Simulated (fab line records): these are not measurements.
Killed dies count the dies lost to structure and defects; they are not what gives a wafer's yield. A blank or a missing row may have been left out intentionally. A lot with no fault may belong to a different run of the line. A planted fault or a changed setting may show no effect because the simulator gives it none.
Matching of chambers    flow berkeley-cmos170    pecvd-03 running UCB170_V2_CVD_00: 3 sister chambers
The step deposits SiO2 from TEOS/O2, target thk 2000 nm, time 250 s. 6 wafers are shown with their chamber, then 7 later ones without.

== WAFERS, EACH WITH ITS CHAMBER ==
wafer   chamber  heater-power-w (W)  rf-fwd-power-W (W)
L238.1  0        205                 550.4
L245.2  1        167                 551.5
L245.3  2        341                 549.4
L245.4  0        181                 548.9
L256.1  2        344                 545.8
L256.2  1        236                 546.8

== WAFERS WITHOUT THEIR CHAMBER ==
wafer   heater-power-w (W)  rf-fwd-power-W (W)
L256.3  240                 549.0
L257.1  253                 548.5
L257.3  252                 549.8
L257.5  332                 547.3
L258.2  232                 550.3
L258.3  348                 546.9
L258.4  178                 547.6

== THE CHAMBER EACH PASSED THROUGH ==
wafer   from the rows above           in truth
L256.3  can't be placed: 1 or 0       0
L257.1  can't be placed: 1 or 0 or 2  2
L257.3  can't be placed: 1 or 0 or 2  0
L257.5  2                             2
L258.2  can't be placed: 1 or 0       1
L258.3  2                             2
L258.4  can't be placed: 0 or 1       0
Correct placement for 2 of the 7. Can't be placed from these rows: 5 (the true chamber is among the candidates in 5). Wrongly placed: 0.
How it was worked out, from the rows above alone: a wafer's distance from a chamber is the root of the sum, over the readings, of the square of ((its reading less the chamber's mean) divided by the reading's scatter). The wafer belongs to the nearest chamber; if the next one is less than 2 further off, it can't be placed. For every chamber, the mean is computed from those of its wafers that are shown. How the scatter is found: for the shown wafers, subtract from each reading the mean of its chamber, square and add these, divide the total by (wafers less chambers), then take the root.
